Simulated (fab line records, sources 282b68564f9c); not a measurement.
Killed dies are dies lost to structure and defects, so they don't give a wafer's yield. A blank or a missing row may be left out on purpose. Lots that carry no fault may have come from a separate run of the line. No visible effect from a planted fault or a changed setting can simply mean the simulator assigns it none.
fab line records -- flow rit_cmos
record lots=14, wafers=42, last_day=8
route steps=202 shown CONTACT@169 M1@193
lots with no fault: from the same line, run without faults
start_h: start of the lot's first displayed wafer, in hours after the record's first day -- wait_h: hours from the lot's prior step to this one -- " repeats the value in the row above -- L1.1+2: a single row standing in for several wafers -- - no value, or no start was given -- * or withheld: withheld -- < > ~ a bound
route shown NAME@n: names a module that has steps shown in the file, with the first one's number in the route -- usual: mean/standard deviation of fault-free wafers -- same: alike in all rows -- chamber/n: place in a boat -- sites: readings site by site -- _std_site: standard deviation of those values -- _edge_site: the outer-site mean with the inner-site mean subtracted -- radius_mm: for every site, how far away it sits from the centre of the wafer -- mask NAME#n: copy n -- behind: the tool/chamber that last shaped the wafer -- hold: what put the lot on hold/how long, in hours/how the hold closed -- device: transistor that didn't switch, given as n, p or np -- end of line: tests run on the same wafers once the route is complete -- where a step has no rows: the recipe by itself -- killed: dies lost to structure and defects at the first sort, not the wafer's yield -- map: shows each die of a wafer: x if killed, . if not, _ if none is there
set.NAME: the setting as run; set.NAME@STEP: as run at that earlier step -- model.NAME: the simulator's own value behind a step, which no gauge read
steps of the route over a sample of lots; a table a step, a row a wafer
services: a tool's chamber out of use, with start hour (start_h, from the record's first day; less than 0 if before it), hours out, and reason
## steps
# step RIT_CONTACT_THK_MEAS_01
# recipe reads=SiO2_of_CONTACT_CVD_00
# usual CONTACT_TEOS_THK=402/5.5
lot.wafer,tool,chamber,start_h,wait_h,CONTACT_TEOS_THK[nm]
L541.1,film_metro-01,-,54.17,0.0,402
L541.3,film_metro-01,-,54.17,0.0,404
L541.4,film_metro-01,-,54.17,0.0,411
L542.2,film_metro-03,-,57.18,0.0,397
L542.3,film_metro-03,-,57.18,0.0,404
L542.4,film_metro-03,-,57.18,0.0,403
L543.1,film_metro-04,-,62.16,0.0,398
L543.2,film_metro-04,-,62.16,0.0,396
L543.5,film_metro-04,-,62.16,0.0,404
L544.2,film_metro-03,-,66.46,0.0,403
L544.3,film_metro-03,-,66.46,0.0,397
L544.5,film_metro-03,-,66.46,0.0,412
L545.1,film_metro-04,-,75.81,0.0,403
L545.2,film_metro-04,-,75.81,0.0,392
L545.4,film_metro-04,-,75.81,0.0,400
L546.1,film_metro-03,-,77.48,0.0,398
L546.4,film_metro-03,-,77.48,0.0,400
L546.6,film_metro-03,-,77.48,0.0,406
L550.1,film_metro-03,-,100.92,0.0,397
L550.5,film_metro-03,-,100.92,0.0,408
L550.6,film_metro-03,-,100.92,0.0,403
L552.1,film_metro-01,-,110.00,0.0,402
L552.3,film_metro-01,-,110.00,0.0,401
L552.6,film_metro-01,-,110.00,0.0,407
L554.2,film_metro-03,-,119.28,0.0,394
L554.4,film_metro-03,-,119.28,0.0,402
L554.6,film_metro-03,-,119.28,0.0,408
L555.1,film_metro-04,-,121.74,0.0,392
L555.4,film_metro-04,-,121.74,0.0,398
L555.6,film_metro-04,-,121.74,0.0,405
L559.2,film_metro-01,-,146.89,0.0,399
L559.4,film_metro-01,-,146.89,0.0,408
L559.6,film_metro-01,-,146.89,0.0,404
L561.3,film_metro-04,-,160.44,0.0,404
L561.4,film_metro-04,-,160.44,0.0,406
L561.5,film_metro-04,-,160.44,0.0,406
L562.2,film_metro-04,-,161.92,0.0,394
L562.3,film_metro-04,-,161.92,0.0,395
L562.4,film_metro-04,-,161.92,0.0,404
L564.1,film_metro-04,-,182.25,0.0,416
L564.4,film_metro-04,-,182.25,0.0,411
L564.6,film_metro-04,-,182.25,0.0,416
# step RIT_CONTACT_OVL_MEAS_09
# usual CONTACT_OVL=-0.8/1.6
lot.wafer,tool,chamber,start_h,wait_h,CONTACT_OVL[nm]
L541.1,overlay-02,-,55.44,0.1,-2.0
L541.3,overlay-02,-,55.44,0.1,-2.3
L541.4,overlay-02,-,55.44,0.1,-3.7
L542.2,overlay-02,-,58.52,0.1,2.2
L542.3,overlay-02,-,58.52,0.1,0.4
L542.4,overlay-02,-,58.52,0.1,0.0
L543.1,overlay-01,-,63.45,0.1,-1.5
L543.2,overlay-01,-,63.45,0.1,-1.4
L543.5,overlay-01,-,63.45,0.1,-0.7
L544.2,overlay-01,-,67.76,0.1,-0.9
L544.3,overlay-01,-,67.76,0.1,0.9
L544.5,overlay-01,-,67.76,0.1,-1.7
L545.1,overlay-01,-,76.96,0.1,-3.7
L545.2,overlay-01,-,76.96,0.1,-0.9
L545.4,overlay-01,-,76.96,0.1,-1.1
L546.1,overlay-02,-,78.75,0.1,0.7
L546.4,overlay-02,-,78.75,0.1,-0.3
L546.6,overlay-02,-,78.75,0.1,0.6
L550.1,overlay-01,-,102.06,0.1,-1.9
L550.5,overlay-01,-,102.06,0.1,-3.1
L550.6,overlay-01,-,102.06,0.1,-2.9
L552.1,overlay-01,-,111.27,0.1,-2.5
L552.3,overlay-01,-,111.27,0.1,-0.7
L552.6,overlay-01,-,111.27,0.1,2.0
L554.2,overlay-02,-,120.48,0.1,1.1
L554.4,overlay-02,-,120.48,0.1,3.5
L554.6,overlay-02,-,120.48,0.1,2.7
L555.1,overlay-01,-,123.22,0.1,-3.6
L555.4,overlay-01,-,123.22,0.1,-1.1
L555.6,overlay-01,-,123.22,0.1,-1.5
L559.2,overlay-02,-,148.16,0.1,1.0
L559.4,overlay-02,-,148.16,0.1,0.8
L559.6,overlay-02,-,148.16,0.1,0.5
L561.3,overlay-02,-,161.58,0.1,-1.2
L561.4,overlay-02,-,161.58,0.1,0.3
L561.5,overlay-02,-,161.58,0.1,-1.7
L562.2,overlay-02,-,163.06,0.1,-2.3
L562.3,overlay-02,-,163.06,0.1,-3.4
L562.4,overlay-02,-,163.06,0.1,-1.1
L564.1,overlay-01,-,183.52,0.1,-2.9
L564.4,overlay-01,-,183.52,0.1,-4.0
L564.6,overlay-01,-,183.52,0.1,-3.7
# step RIT_M1_CD_MEAS_09
# recipe target_cd_nm=2600
# usual cd_nm=2600.6/2.6
lot.wafer,tool,chamber,start_h,wait_h,cd_nm
L541.1,cd_sem-02,-,57.96,-,2601.7
L541.3,cd_sem-02,-,57.96,-,2602.8
L541.4,cd_sem-02,-,57.96,-,2600.0
L542.2,cd_sem-01,-,60.91,-,2605.5
L542.3,cd_sem-01,-,60.91,-,2602.2
L542.4,cd_sem-01,-,60.91,-,2602.8
L543.1,cd_sem-02,-,66.00,-,2598.0
L543.2,cd_sem-02,-,66.00,-,2599.2
L543.5,cd_sem-02,-,66.00,-,2599.7
L544.2,cd_sem-01,-,70.30,-,2599.3
L544.3,cd_sem-01,-,70.30,-,2598.6
L544.5,cd_sem-01,-,70.30,-,2600.1
L545.1,cd_sem-02,-,79.46,-,2599.8
L545.2,cd_sem-02,-,79.46,-,2600.3
L545.4,cd_sem-02,-,79.46,-,2598.8
L546.1,cd_sem-01,-,81.13,-,2602.5
L546.4,cd_sem-01,-,81.13,-,2603.8
L546.6,cd_sem-01,-,81.13,-,2601.5
L550.1,cd_sem-02,-,104.44,-,2598.9
L550.5,cd_sem-02,-,104.44,-,2600.2
L550.6,cd_sem-02,-,104.44,-,2600.6
L552.1,cd_sem-01,-,113.68,-,2605.3
L552.3,cd_sem-01,-,113.68,-,2602.4
L552.6,cd_sem-01,-,113.68,-,2602.8
L554.2,cd_sem-02,-,123.06,-,2598.1
L554.4,cd_sem-02,-,123.06,-,2599.0
L554.6,cd_sem-02,-,123.06,-,2598.9
L555.1,cd_sem-02,-,125.86,-,2602.0
L555.4,cd_sem-02,-,125.86,-,2600.6
L555.6,cd_sem-02,-,125.86,-,2603.7
L559.2,cd_sem-02,-,150.57,-,2603.8
L559.4,cd_sem-02,-,150.57,-,2604.3
L559.6,cd_sem-02,-,150.57,-,2601.5
L561.3,cd_sem-02,-,164.00,-,2601.5
L561.4,cd_sem-02,-,164.00,-,2602.6
L561.5,cd_sem-02,-,164.00,-,2603.1
L562.2,cd_sem-02,-,165.45,-,2599.5
L562.3,cd_sem-02,-,165.45,-,2600.0
L562.4,cd_sem-02,-,165.45,-,2598.9
L564.1,cd_sem-01,-,186.03,-,2606.1
L564.4,cd_sem-01,-,186.03,-,2605.7
L564.6,cd_sem-01,-,186.03,-,2608.4
# step RIT_M1_METAL_ETCH_12
# recipe stop_on=SiO2, chemistry=Cl2/BCl3, target=Al, time_s=165, over_etch_frac=0.5, pressure_mtorr=100, target_depth_a=6000, rf_w=250, Cl2_flow_sccm=60, bcl3_flow_sccm=50
# usual drypump_motor_current_A=5.7/0.44, oes_product_au=0.769/0.011, throttle_valve_pct=8.24/0.11
lot.wafer,tool,chamber,start_h,wait_h,drypump_motor_current_A,oes_product_au,rf_hours_counter_h,throttle_valve_pct
L541.1,rie_metal-03,1,58.46,0.2,5.5,0.777,2,8.26
L541.3,rie_metal-03,0,58.46,0.2,5.4,0.756,-,8.37
L541.4,rie_metal-03,1,58.46,0.2,5.5,0.779,-,8.25
L542.2,rie_metal-01,0,61.30,0.2,5.9,0.757,1,8.05
L542.3,rie_metal-01,1,61.30,0.2,6.7,0.754,-,8.14
L542.4,rie_metal-01,0,61.30,0.2,5.8,0.755,-,8.03
L543.1,rie_metal-04,1,66.41,0.2,5.5,0.773,37,8.29
L543.2,rie_metal-04,0,66.41,0.2,5.7,0.770,37,8.30
L543.5,rie_metal-04,0,66.41,0.2,5.7,0.763,-,8.30
L544.2,rie_metal-03,0,70.68,0.2,5.4,0.758,3,8.38
L544.3,rie_metal-03,0,70.68,0.2,5.3,0.766,-,8.36
L544.5,rie_metal-03,0,70.68,0.2,5.4,0.763,-,8.37
L545.1,rie_metal-01,0,79.87,0.2,5.8,0.754,1,8.04
L545.2,rie_metal-01,1,79.87,0.2,6.6,0.759,1,8.15
L545.4,rie_metal-01,1,79.87,0.2,6.7,0.761,-,8.15
L546.1,rie_metal-04,1,81.54,0.2,5.5,0.779,37,8.26
L546.4,rie_metal-04,0,81.54,0.2,5.7,0.787,-,8.31
L546.6,rie_metal-04,1,81.54,0.2,5.5,0.787,-,8.29
L550.1,rie_metal-03,0,104.85,0.2,5.3,0.770,3,8.37
L550.5,rie_metal-03,0,104.85,0.2,5.4,0.762,-,8.36
L550.6,rie_metal-03,1,104.85,0.2,5.5,0.763,-,8.24
L552.1,rie_metal-04,0,114.09,0.2,5.7,0.779,37,8.29
L552.3,rie_metal-04,0,114.09,0.2,5.7,0.784,-,8.30
L552.6,rie_metal-04,1,114.09,0.2,5.5,0.795,-,8.28
L554.2,rie_metal-01,1,123.51,0.2,6.7,0.775,1,8.14
L554.4,rie_metal-01,1,123.51,0.2,6.7,0.775,-,8.16
L554.6,rie_metal-01,1,123.51,0.2,6.7,0.772,-,8.16
L555.1,rie_metal-04,1,126.26,0.2,5.5,0.774,37,8.29
L555.4,rie_metal-04,1,126.26,0.2,5.5,0.783,-,8.28
L555.6,rie_metal-04,0,126.26,0.2,5.7,0.792,-,8.31
L559.2,rie_metal-01,0,151.10,0.2,5.9,0.760,2,8.04
L559.4,rie_metal-01,0,151.10,0.2,5.9,0.762,-,8.04
L559.6,rie_metal-01,1,151.10,0.2,6.7,0.763,-,8.15
L561.3,rie_metal-03,0,164.48,0.2,5.4,0.755,-,8.36
L561.4,rie_metal-03,0,164.48,0.2,5.3,0.751,-,8.36
L561.5,rie_metal-03,0,164.48,0.2,5.3,0.753,-,8.36
L562.2,rie_metal-01,1,165.84,0.2,6.7,0.759,2,8.16
L562.3,rie_metal-01,1,165.84,0.2,6.7,0.761,-,8.14
L562.4,rie_metal-01,0,165.84,0.2,5.8,0.754,-,8.05
L564.1,rie_metal-03,1,186.44,0.2,5.4,0.785,4,8.25
L564.4,rie_metal-03,1,186.44,0.2,5.4,0.776,-,8.26
L564.6,rie_metal-03,1,186.44,0.2,5.4,0.785,-,8.26
# step RIT_M1_PROBE_99
# usual defect_limited_yield=97.4/1.1, killed_at_M0_to_M3=0.0/0.12, killed_at_contacts=0.1/0.24, killed_at_front_end=6.7/2.9, killed_dies=6.8/2.9, killed_on_rim=1.8/1.4, killed_open=3.5/2, killed_short=3.2/1.9, sort_bin_3_pad_short=0.1/0.22, sort_bin_5_function=1.4/0.82, sort_bin_6_memory=1.0/0.64, sort_n_pass=257.2/2.9, sort_yield_pct=97.4/1.1
# same gross_dies=264, killed_at_M4_up=0, killed_at_back_side=0, killed_at_other=0
lot.wafer,tool,chamber,start_h,wait_h,defect_limited_yield[%],killed_at_M0_to_M3,killed_at_contacts,killed_at_front_end,killed_dies,killed_on_rim,killed_open,killed_short,sort_bin_3_pad_short[%],sort_bin_5_function[%],sort_bin_6_memory[%],sort_n_pass,sort_yield_pct[%]
L541.1,prober-01,-,60.71,0.1,97.7,0,0,6,6,2,0,6,0.4,1.1,0.8,258.0,97.7
L541.3,prober-01,-,60.81,0.2,98.1,0,1,4,5,0,3,2,0.4,0.8,0.8,259.0,98.1
L541.4,prober-01,-,60.86,0.2,99.6,0,0,1,1,0,1,0,0,0.4,0,263.0,99.6
L542.2,prober-02,-,63.60,0.1,96.2,0,0,10,10,2,2,8,0.4,2.7,0.8,254.0,96.2
L542.3,prober-02,-,63.65,0.2,95.8,0,0,11,11,0,6,5,0.4,1.1,2.7,253.0,95.8
L542.4,prober-02,-,63.70,0.2,97.0,0,0,8,8,1,3,5,0,2.3,0.8,256.0,97.0
L543.1,prober-01,-,68.66,0.1,97.3,0,0,7,7,0,3,3,0,1.9,0.8,257.0,97.3
L543.2,prober-01,-,68.71,0.1,98.9,0,0,3,3,1,1,2,0,0.8,0.4,261.0,98.9
L543.5,prober-01,-,68.86,0.2,96.6,0,1,8,9,2,4,5,0.8,1.9,0.8,255.0,96.6
L544.2,prober-02,-,73.16,0.1,95.8,0,0,11,11,1,5,6,0,3.0,1.1,253.0,95.8
L544.3,prober-02,-,73.21,0.2,98.9,0,0,3,3,0,2,1,0.4,0.8,0,261.0,98.9
L544.5,prober-02,-,73.31,0.2,95.8,0,0,11,11,3,8,3,0,3.8,0.4,253.0,95.8
L545.1,prober-01,-,82.12,0.1,96.2,0,0,10,10,4,6,4,0,2.7,1.1,254.0,96.2
L545.2,prober-01,-,82.17,0.1,97.7,0,0,6,6,1,4,2,0,1.1,1.1,258.0,97.7
L545.4,prober-01,-,82.27,0.2,96.2,0,0,10,10,5,5,5,0,1.5,2.3,254.0,96.2
L546.1,prober-02,-,83.79,0.1,97.7,0,0,6,6,2,3,3,0,1.1,1.1,258.0,97.7
L546.4,prober-02,-,83.94,0.2,96.2,0,0,10,10,3,7,3,0,1.9,1.9,254.0,96.2
L546.6,prober-02,-,84.04,0.2,95.8,0,0,11,11,1,8,3,0.4,2.3,1.5,253.0,95.8
L550.1,prober-02,-,107.10,0.1,96.2,0,0,10,10,3,2,8,0.8,2.3,0.8,254.0,96.2
L550.5,prober-02,-,107.30,0.2,95.8,0,0,11,11,3,9,2,0,3.4,0.8,253.0,95.8
L550.6,prober-02,-,107.35,0.2,95.8,0,0,11,11,5,5,6,0,2.3,1.9,253.0,95.8
L552.1,prober-02,-,116.36,0.1,88.6,20,0,10,30,11,7,3,1.5,8.0,1.9,234.0,88.6
L552.3,prober-02,-,116.46,0.2,86.7,23,0,12,35,10,6,6,2.7,9.5,1.1,229.0,86.7
L552.6,prober-02,-,116.61,0.2,95.5,0,0,12,12,1,6,6,0.4,1.9,2.3,252.0,95.5
L554.2,prober-02,-,125.82,0.1,96.2,0,0,10,10,3,3,7,0,3.0,0.8,254.0,96.2
L554.4,prober-02,-,125.92,0.2,99.2,0,0,2,2,0,0,2,0,0.4,0.4,262.0,99.2
L554.6,prober-02,-,126.02,0.2,97.7,0,0,6,6,1,3,3,0,1.1,1.1,258.0,97.7
L555.1,prober-01,-,128.52,0.1,98.1,0,0,5,5,4,3,2,0,1.5,0.4,259.0,98.1
L555.4,prober-01,-,128.67,0.2,97.7,0,0,6,6,1,2,4,0,1.9,0.4,258.0,97.7
L555.6,prober-01,-,128.77,0.2,90.5,22,0,3,25,10,0,3,1.5,5.7,2.3,239.0,90.5
L559.2,prober-01,-,153.41,0.1,98.5,0,0,4,4,0,2,2,0,0.4,1.1,260.0,98.5
L559.4,prober-01,-,153.51,0.2,95.5,0,0,12,12,3,8,4,0.4,3.8,0.4,252.0,95.5
L559.6,prober-01,-,153.61,0.2,97.7,0,0,6,6,3,3,3,0,1.5,0.8,258.0,97.7
L561.3,prober-01,-,166.88,0.2,97.0,0,0,8,8,3,5,3,0,1.1,1.9,256.0,97.0
L561.4,prober-01,-,166.93,0.2,98.5,0,0,4,4,1,3,1,0,1.1,0.4,260.0,98.5
L561.5,prober-01,-,166.98,0.2,98.1,0,0,5,5,3,1,3,0,1.5,0.4,259.0,98.1
L562.2,prober-02,-,168.33,0.1,96.2,0,0,10,10,4,4,5,0.8,1.9,1.1,254.0,96.2
L562.3,prober-02,-,168.38,0.2,97.3,0,0,7,7,4,2,5,0,1.5,1.1,257.0,97.3
L562.4,prober-02,-,168.43,0.2,97.0,0,0,8,8,2,5,3,0.4,1.5,1.1,256.0,97.0
L564.1,prober-02,-,188.69,0.1,98.1,0,0,5,5,1,3,2,0.4,1.5,0,259.0,98.1
L564.4,prober-02,-,188.84,0.2,97.7,0,0,6,6,2,5,1,0,2.3,0,258.0,97.7
L564.6,prober-02,-,188.94,0.2,96.6,0,0,9,9,2,4,5,0,2.3,1.1,255.0,96.6
# killed by level:class
L541.1 GATE:geometric_particle:short=2 SILICIDE:geometric_particle:short=2 FOX1:geometric_particle:short=1 REOX:geometric_particle:short=1
L541.3 SILICIDE:geometric_particle:open=2 GATE:geometric_particle:short=1 GATE:geometric_particle:open=1 CONTACT:geometric_particle:short=1
L541.4 FOX1:geometric_particle:open=1
L542.2 GATE:geometric_particle:short=2 SPACER:geometric_particle:short=2 SILICIDE:geometric_particle:short=2 FOX1:geometric_particle:short=1 GATE:geometric_particle:open=1 REOX:geometric_particle:short=1 REOX:geometric_particle:open=1
L542.3 GATE:geometric_particle:open=3 GATE:geometric_particle:short=2 REOX:geometric_particle:short=2 FOX1:geometric_particle:open=1 REOX:geometric_particle:open=1 SPACER:geometric_particle:open=1 SPACER:geometric_particle:short=1
L542.4 REOX:geometric_particle:short=3 FOX2:geometric_particle:short=1 GATE:geometric_particle:short=1 REOX:geometric_particle:open=1 SPACER:geometric_particle:open=1 SILICIDE:geometric_particle:open=1
L543.1 GATE:geometric_particle:open=2 GATE:geometric_particle:short=2 FOX2:geometric_particle:short=1 FOX2:geometric_particle:open=1 PWELL:coat_microbubble_printed=1
L543.2 GATE:geometric_particle:short=2 REOX:geometric_particle:open=1
L543.5 SPACER:geometric_particle:short=3 SPACER:geometric_particle:open=2 FOX1:geometric_particle:open=1 GATE:geometric_particle:short=1 REOX:geometric_particle:short=1 CONTACT:geometric_particle:open=1
L544.2 FOX1:geometric_particle:short=2 GATE:geometric_particle:short=2 SILICIDE:geometric_particle:open=2 FOX2:geometric_particle:open=1 FOX2:geometric_particle:short=1 GATE:geometric_particle:open=1 REOX:geometric_particle:short=1 REOX:geometric_particle:open=1
L544.3 FOX2:geometric_particle:open=1 GATE:geometric_particle:short=1 GATE:geometric_particle:open=1
L544.5 FOX1:geometric_particle:open=5 REOX:geometric_particle:open=2 FOX1:geometric_particle:short=1 GATE:geometric_particle:open=1 GATE:geometric_particle:short=1 REOX:geometric_particle:short=1
L545.1 GATE:geometric_particle:open=3 FOX1:geometric_particle:short=2 SILICIDE:geometric_particle:open=2 GATE:geometric_particle:short=1 SPACER:geometric_particle:open=1 SILICIDE:geometric_particle:short=1
L545.2 GATE:geometric_particle:open=3 GATE:geometric_particle:short=2 SILICIDE:geometric_particle:open=1
L545.4 GATE:geometric_particle:open=5 GATE:geometric_particle:short=4 REOX:geometric_particle:short=1
L546.1 FOX2:geometric_particle:open=2 GATE:geometric_particle:short=2 FOX1:geometric_particle:open=1 SILICIDE:geometric_particle:short=1
L546.4 GATE:geometric_particle:open=2 SPACER:geometric_particle:open=2 SILICIDE:geometric_particle:open=2 FOX1:geometric_particle:short=1 FOX2:geometric_particle:short=1 GATE:geometric_particle:short=1 REOX:geometric_particle:open=1
L546.6 GATE:geometric_particle:open=4 GATE:geometric_particle:short=3 SPACER:geometric_particle:open=2 REOX:geometric_particle:open=1 SILICIDE:geometric_particle:open=1
L550.1 SPACER:geometric_particle:short=3 FOX1:geometric_particle:short=2 SILICIDE:geometric_particle:short=2 FOX1:geometric_particle:open=1 FOX2:geometric_particle:short=1 REOX:geometric_particle:open=1
L550.5 FOX1:geometric_particle:open=5 FOX2:geometric_particle:open=2 FOX1:geometric_particle:short=1 GATE:geometric_particle:open=1 GATE:geometric_particle:short=1 SILICIDE:geometric_particle:open=1
L550.6 FOX1:geometric_particle:short=2 GATE:geometric_particle:short=2 SILICIDE:geometric_particle:short=2 FOX1:geometric_particle:open=1 FOX2:geometric_particle:open=1 GATE:geometric_particle:open=1 SPACER:geometric_particle:open=1 SILICIDE:geometric_particle:open=1
L552.1 M1:unspecified=20 FOX1:geometric_particle:open=3 GATE:geometric_particle:short=2 GATE:geometric_particle:open=2 FOX1:geometric_particle:short=1 REOX:geometric_particle:open=1 SPACER:geometric_particle:open=1
L552.3 M1:unspecified=23 GATE:geometric_particle:short=3 FOX1:geometric_particle:open=2 GATE:geometric_particle:open=2 SILICIDE:geometric_particle:short=2 FOX2:geometric_particle:short=1 REOX:geometric_particle:open=1 SILICIDE:geometric_particle:open=1
L552.6 FOX2:geometric_particle:open=3 GATE:geometric_particle:short=2 REOX:geometric_particle:short=2 FOX1:geometric_particle:open=1 FOX2:geometric_particle:short=1 GATE:geometric_particle:open=1 REOX:geometric_particle:open=1 SILICIDE:geometric_particle:short=1
L554.2 GATE:geometric_particle:short=4 FOX2:geometric_particle:open=2 REOX:geometric_particle:short=2 FOX2:geometric_particle:short=1 REOX:geometric_particle:open=1
L554.4 GATE:geometric_particle:short=1 SPACER:geometric_particle:short=1
L554.6 GATE:geometric_particle:open=2 FOX1:geometric_particle:short=1 GATE:geometric_particle:short=1 REOX:geometric_particle:short=1 REOX:geometric_particle:open=1
L555.1 SPACER:geometric_particle:open=3 GATE:geometric_particle:short=2
L555.4 FOX2:geometric_particle:short=1 FOX2:geometric_particle:open=1 REOX:geometric_particle:open=1 REOX:geometric_particle:short=1 SPACER:geometric_particle:short=1 SILICIDE:geometric_particle:short=1
L555.6 M1:unspecified=22 REOX:geometric_particle:short=2 GATE:geometric_particle:short=1
L559.2 GATE:geometric_particle:open=2 SILICIDE:geometric_particle:short=2
L559.4 GATE:geometric_particle:open=4 FOX2:geometric_particle:open=2 FOX1:geometric_particle:short=1 FOX2:geometric_particle:short=1 REOX:geometric_particle:short=1 REOX:geometric_particle:open=1 SPACER:geometric_particle:short=1 SILICIDE:geometric_particle:open=1
L559.6 SPACER:geometric_particle:open=2 FOX1:geometric_particle:short=1 GATE:geometric_particle:open=1 GATE:geometric_particle:short=1 SPACER:geometric_particle:short=1
L561.3 REOX:geometric_particle:open=2 SPACER:geometric_particle:open=2 SPACER:geometric_particle:short=2 GATE:geometric_particle:open=1 REOX:geometric_particle:short=1
L561.4 FOX1:geometric_particle:open=1 GATE:geometric_particle:open=1 GATE:geometric_particle:short=1 SILICIDE:geometric_particle:open=1
L561.5 FOX1:geometric_particle:short=2 GATE:geometric_particle:open=1 SILICIDE:geometric_particle:short=1 PLDD:coat_microbubble_printed=1
L562.2 SILICIDE:geometric_particle:short=3 SPACER:geometric_particle:open=2 FOX1:geometric_particle:open=1 GATE:geometric_particle:short=1 SPACER:geometric_particle:short=1 SILICIDE:geometric_particle:open=1 PLDD:coat_microbubble_printed=1
L562.3 SILICIDE:geometric_particle:short=3 REOX:geometric_particle:short=2 GATE:geometric_particle:open=1 SILICIDE:geometric_particle:open=1
L562.4 SPACER:geometric_particle:open=3 FOX1:geometric_particle:open=1 GATE:geometric_particle:short=1 FOX2:geometric_particle:short=1 REOX:geometric_particle:open=1 SILICIDE:geometric_particle:short=1
L564.1 FOX1:geometric_particle:open=2 FOX2:geometric_particle:open=1 FOX2:geometric_particle:short=1 GATE:geometric_particle:short=1
L564.4 GATE:geometric_particle:open=2 FOX2:geometric_particle:open=1 FOX2:geometric_particle:short=1 REOX:geometric_particle:open=1 SILICIDE:geometric_particle:open=1
L564.6 SPACER:geometric_particle:open=2 FOX1:geometric_particle:open=1 FOX1:geometric_particle:short=1 FOX2:geometric_particle:short=1 GATE:geometric_particle:short=1 GATE:geometric_particle:open=1 REOX:geometric_particle:short=1 SILICIDE:geometric_particle:short=1
## services
tool,chamber,start_h,hours,kind
rie_metal-04,-,114.25,2.8,pm
rie_metal-04,1,134.47,6.9,repair
rie_metal-04,-,136.12,20.0,pm
rie_metal-04,0,136.12,20.0,vent_cycle
rie_metal-04,1,136.12,20.0,vent_cycle
rie_metal-04,0,156.12,-,clean
rie_metal-04,1,156.12,-,clean
rie_metal-03,1,164.29,8.9,repair
## key
first_sign step=RIT_M1_PROBE_99, reading=killed_at_M0_to_M3, direction=up, sigmas=22, usual=0.0, struck=21.7
effect step=RIT_M1_PROBE_99, reading=defect_limited_yield, direction=down, sigmas=8.1, usual=97.4, struck=88.6
met_at RIT_M1_METAL_ETCH_12
struck_lots L552,L555
struck_wafers L552.1,L552.3,L555.6
not_acting_at RIT_CONTACT_THK_MEAS_01,RIT_CONTACT_OVL_MEAS_09,RIT_M1_CD_MEAS_09
onset_between 81.54 114.09
fault kind=chamber_particle_source, tool=rie_metal-04, chamber=0, onset_h=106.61, steps=RIT_M1_METAL_ETCH_12, rate_per_visit_cm2=0.64279, end_h=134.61
